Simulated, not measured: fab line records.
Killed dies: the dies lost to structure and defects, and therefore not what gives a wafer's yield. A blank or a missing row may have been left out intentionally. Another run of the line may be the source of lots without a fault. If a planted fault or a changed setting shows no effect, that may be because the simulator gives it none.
Struck lot and sound lot, side by side / flow rit_cmos / 15 out of 202 route steps
Sound: wafers L714.1, L714.2, L714.3. Struck: wafer L729.2 (left out: L729.3, L729.4 of the same lot, which were not struck); the cause appears at the end.
For every step that has rows: the tool of each side, followed by ch and its chambers, followed by its first start. Under that, the readings that differ: sound wafers / struck wafers / difference of the means / sigmas: that difference in standard deviations of wafers without a fault.
alike: a reading whose means differ by less than 2 such deviations, as well as words and numbers matching on both sides. not compared: withheld readings; readings where some wafer has no value; bounds like >300 that might hide an equal value; numbers whose values overlap and for which the record gives no deviation.
The two part at a step that has a row with sigmas, a row that says differs or no value, or rows on one side only. Numbers that don't overlap but have no deviation are shown without sigmas and don't part them. A reading that every wafer of one side lacks parts them only if that side has two wafers or more.

RIT_SILICIDE_RTA_06: time 10 s, ramp up 5 s, ramp down 10 s.
  sound on rtp_anneal-02 ch 0, day 3 19:45; struck on rtp_anneal-01 ch 0, day 6 20:26
  alike: wafer_temp_C_max
RIT_CONTACT_CVD_00: deposits SiO2 from TEOS, target thk 400 nm, time 61 s.
  sound on pecvd-02 ch 0,1,2, day 3 19:49; struck on pecvd-02 ch 2, day 6 20:30
  alike: heater_power_w
RIT_CONTACT_THK_MEAS_01:
  sound on film_metro-04 at day 3 19:52; struck on film_metro-04 at day 6 20:34
  alike: CONTACT_TEOS_THK
then, 6 steps without rows for these wafers: RIT_CONTACT_HMDS_02 (prime time 60 s); RIT_CONTACT_COAT_03 (resist thk 1000 nm); RIT_CONTACT_SOFTBAKE_04 (time 60 s); RIT_CONTACT_EXPOSE_05 (exposes mask M11, target cd 1000 nm); RIT_CONTACT_PEB_06; RIT_CONTACT_DEVELOP_07 (develop time 120 s).
RIT_CONTACT_CD_MEAS_08 targets a cd of 1000 nm.
  sound on cd_sem-02 at day 3 20:54; struck on cd_sem-02 at day 6 21:36
  alike: cd_nm
RIT_CONTACT_OVL_MEAS_09:
  sound on overlay-01 at day 3 21:01; struck on overlay-01 at day 6 21:42
  alike: CONTACT_OVL
then, 1 step without rows for these wafers: RIT_CONTACT_HARDBAKE_10 (time 60 s).
RIT_CONTACT_ETCH_11: etches SiO2 in CHF3/CF4/Ar, stops on TiSi2, target depth 480 nm, time 320 s.
  sound on rie_diel-03 ch 1,2,3, day 3 21:12; struck on rie_diel-03 ch 2, day 6 21:53
reading=over_etch_frac; sound=0.2 0.2 0.2; struck=0.36848; difference=+0.16848; sigmas=
reading=model.NOVOLAK_of_CONTACT_COAT_03.thk_nm (nm); sound=767.9 775.4 766.4; struck=754.3; difference=-15.6; sigmas=
  alike: drypump_motor_current_A, oes_product_au, throttle_valve_pct
  not compared: rf_hours_counter_h
RIT_CONTACT_STRIP_12: strips in O2, time 180 s.
  sound on plasma_asher-01 ch 0,1, day 3 21:24; struck on plasma_asher-01 ch 0, day 6 22:05
  alike: drypump_motor_current_A
  not compared: rf_hours_counter_h
RIT_M1_PROBE_99:
  sound on prober-01 at day 4 02:08; struck on prober-02 at day 7 04:43
reading=killed_open; sound=4 3 2; struck=7; difference=+4; sigmas=+2
reading=model.etest.nmos_0p15.junction_log10_a_um; sound=-13.57 -13.48 -13.42; struck=-12.97; difference=+0.52; sigmas=
reading=model.etest.nmos_narrow.off_log10_a_um; sound=-13.19 -13.03 -13.15; struck=-12.78; difference=+0.34; sigmas=
reading=model.etest.gate_end_array.leak_log10_a_um; sound=-12.92 -12.87 -12.73; struck=-12.47; difference=+0.37; sigmas=
reading=model.etest.nmos_0p3.off_log10_a_um; sound=-13.13 -13.04 -12.93; struck=-12.73; difference=+0.30; sigmas=
reading=model.etest.pmos_0p15.junction_log10_a_um; sound=-13.72 -13.73 -13.65; struck=-13.6; difference=+0.1; sigmas=
reading=model.etest.antenna_contact.vt_shift_v (V); sound=-0.01743 -0.009344 -0.006505; struck=-0.0229; difference=-0.0118; sigmas=
  alike: killed_at_contacts, killed_at_front_end, killed_dies, killed_short
  not compared: model.etest.contact_diode_array.leak_log10_a

WHERE THEY PART
Only at RIT_M1_PROBE_99, within this record.

WHY: the cause the simulator had injected
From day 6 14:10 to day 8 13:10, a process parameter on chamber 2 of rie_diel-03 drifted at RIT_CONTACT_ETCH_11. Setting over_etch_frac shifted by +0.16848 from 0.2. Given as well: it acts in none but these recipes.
